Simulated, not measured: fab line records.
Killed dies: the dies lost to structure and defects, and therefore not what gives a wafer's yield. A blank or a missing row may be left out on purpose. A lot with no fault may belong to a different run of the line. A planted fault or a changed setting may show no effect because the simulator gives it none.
Which tool did it? | flow berkeley-cmos170 | 14 lots, 42 wafers sampled, at 4 steps of a route of 331

WHAT THE GAUGES SHOWED, per wafer
UCB170_V1_BOW_MEAS_03. Usual: for V1_BOW the level is 19 um and the standard deviation is 7.1.
lot  | measured     | on            | V1_BOW (um) | flag
L428 | day 8 22:25  | film-metro-02 | 14 20 15    |
L429 | day 8 16:20  | film-metro-02 | 15 19 4     |
L430 | day 8 15:42  | film-metro-01 | 19 21 28    |
L432 | day 8 22:43  | film-metro-01 | 13 8 32     |
L433 | day 8 22:28  | film-metro-03 | 18 23 16    |
L434 | day 10 02:22 | film-metro-01 | 18 20 24    |
L437 | day 10 02:02 | film-metro-01 | 24 23 6     |
L438 | day 10 02:40 | film-metro-02 | 21 32 22    |
L442 | day 10 13:38 | film-metro-03 | 7 14 22     |
L439 | day 10 20:40 | film-metro-02 | 15 19 25    |
L446 | day 11 08:20 | film-metro-02 | 21 26 16    |
L447 | day 11 08:31 | film-metro-02 | 19 34 19    |
L448 | day 11 20:35 | film-metro-01 | 16 24 19    |
L451 | day 12 11:13 | film-metro-01 | 14 18 11    |

UCB170_V2_BOW_MEAS_03. Usual: for V2_BOW the level is 37 um and the standard deviation is 7.2.
lot  | measured     | on            | V2_BOW (um) | flag
L428 | day 9 09:08  | film-metro-02 | 33 39 34    |
L429 | day 8 21:49  | film-metro-04 | 37 40 26    |
L430 | day 8 21:25  | film-metro-04 | 36 38 47    |
L432 | day 9 09:13  | film-metro-04 | 34 29 54    |
L433 | day 9 09:22  | film-metro-02 | 37 41 35    |
L434 | day 10 09:07 | film-metro-03 | 38 41 45    |
L437 | day 10 08:19 | film-metro-04 | 40 39 21    |
L438 | day 10 10:28 | film-metro-04 | 41 53 42    |
L442 | day 10 22:37 | film-metro-04 | 24 31 38    |
L439 | day 11 03:17 | film-metro-03 | 34 36 42    |
L446 | day 11 14:10 | film-metro-03 | 40 44 35    |
L447 | day 11 14:56 | film-metro-04 | 36 50 35    |
L448 | day 12 02:08 | film-metro-04 | 32 40 34    |
L451 | day 12 16:15 | film-metro-03 | 32 37 29    |

TOOL THAT RAN EACH LOT (tool first, then ch and the chambers of the sampled wafers, then the start)
lot  | UCB170_PWELL_STRIP_16               | UCB170_M2_SPUTTER_01
L428 | plasma-asher-01 ch 0,1, day 3 21:16 | pvd-sputter-03, day 9 01:34
L429 | plasma-asher-03 ch 0,1, day 3 22:07 | pvd-sputter-01, day 8 18:24
L430 | plasma-asher-01 ch 0,1, day 4 07:10 | pvd-sputter-01, day 8 17:51
L432 | plasma-asher-02 ch 0, day 4 20:26   | pvd-sputter-01, day 9 02:29
L433 | plasma-asher-01 ch 0,1, day 4 20:40 | pvd-sputter-03, day 9 02:10
L434 | plasma-asher-03 ch 0,1, day 5 02:17 | pvd-sputter-02, day 10 04:43
L437 | plasma-asher-01 ch 1, day 5 09:45   | pvd-sputter-01, day 10 04:10
L438 | plasma-asher-02 ch 0,1, day 5 09:59 | pvd-sputter-03, day 10 05:26
L442 | plasma-asher-01 ch 0,1, day 6 00:16 | pvd-sputter-01, day 10 17:29
L439 | plasma-asher-02 ch 0,1, day 6 00:30 | pvd-sputter-03, day 10 23:44
L446 | plasma-asher-01 ch 1, day 6 14:41   | pvd-sputter-02, day 11 10:47
L447 | plasma-asher-03 ch 0,1, day 6 16:58 | pvd-sputter-01, day 11 11:02
L448 | plasma-asher-02 ch 0, day 7 04:25   | pvd-sputter-01, day 11 22:46
L451 | plasma-asher-01 ch 0,1, day 7 22:05 | pvd-sputter-01, day 12 13:01
- UCB170_PWELL_STRIP_16: strips in O2.
- UCB170_M2_SPUTTER_01: material Al, target thk 900 nm, time 120 s.

AS READ BY THE TOOLS THEMSELVES (means over the sampled wafers that have a number; for cases with no such wafer, the mark the record gives instead)
UCB170_PWELL_STRIP_16. Usual: drypump-motor-current-A 6.0 A, standard deviation 0.34; oes-product-au 0.720 a.u., standard deviation 0.0043; strip-time-to-endpoint-s 18.06 s, standard deviation 0.081.
lot  | tool            | drypump-motor-current-A (A) | oes-product-au (a.u.) | strip-time-to-endpoint-s (s) | flag
L428 | plasma-asher-01 | 5.9                         | 0.715                 | 18.16                        |
L429 | plasma-asher-03 | 6.0                         | 0.723                 | 18.05                        |
L430 | plasma-asher-01 | 6.2                         | 0.720                 | 18.10                        |
L432 | plasma-asher-02 | 6.1                         | 0.721                 | 17.99                        |
L433 | plasma-asher-01 | 5.9                         | 0.719                 | 18.14                        |
L434 | plasma-asher-03 | 6.0                         | 0.721                 | 17.97                        |
L437 | plasma-asher-01 | 6.5                         | 0.721                 | 18.15                        |
L438 | plasma-asher-02 | 5.9                         | 0.724                 | 17.96                        |
L442 | plasma-asher-01 | 6.2                         | 0.724                 | 18.01                        |
L439 | plasma-asher-02 | 6.0                         | 0.720                 | 18.14                        |
L446 | plasma-asher-01 | 6.6                         | 0.716                 | 18.05                        |
L447 | plasma-asher-03 | 5.9                         | 0.721                 | 18.05                        |
L448 | plasma-asher-02 | 6.1                         | 0.722                 | 17.87                        |
L451 | plasma-asher-01 | 5.9                         | 0.720                 | 18.09                        |

UCB170_M2_SPUTTER_01. Usual: throttle-valve-pct 30.1 %, standard deviation 1.
lot  | tool           | throttle-valve-pct (%) | flag
L428 | pvd-sputter-03 | 31.4                   |
L429 | pvd-sputter-01 | 29.8                   |
L430 | pvd-sputter-01 | 30.6                   |
L432 | pvd-sputter-01 | 30.6                   |
L433 | pvd-sputter-03 | 29.8                   |
L434 | pvd-sputter-02 | 30.0                   |
L437 | pvd-sputter-01 | 30.5                   |
L438 | pvd-sputter-03 | 30.1                   |
L442 | pvd-sputter-01 | 30.5                   |
L439 | pvd-sputter-03 | 29.6                   |
L446 | pvd-sputter-02 | 30.0                   |
L447 | pvd-sputter-01 | 29.9                   |
L448 | pvd-sputter-01 | 30.4                   |
L451 | pvd-sputter-01 | 29.7                   |

THE ANSWER, worked out from the rows above alone
Rule: take the mean of a lot's wafers that have a number; if it is more than 3 standard deviations from the usual mean, the lot is off. A lot without any number at a reading at which 4 lots or more have one is off too. Any other lot the step has rows for is counted as sound. The gauges are gone through in route order, then the tools' own readings, and for those a lot's mean is taken as printed above. The first step at which some lot is off is used, and at that step the reading that is off furthest; a lot without a number counts as furthest.
No lot is off at any reading shown: from this, nothing can be told.

WHAT THE SIMULATOR HAD INSERTED
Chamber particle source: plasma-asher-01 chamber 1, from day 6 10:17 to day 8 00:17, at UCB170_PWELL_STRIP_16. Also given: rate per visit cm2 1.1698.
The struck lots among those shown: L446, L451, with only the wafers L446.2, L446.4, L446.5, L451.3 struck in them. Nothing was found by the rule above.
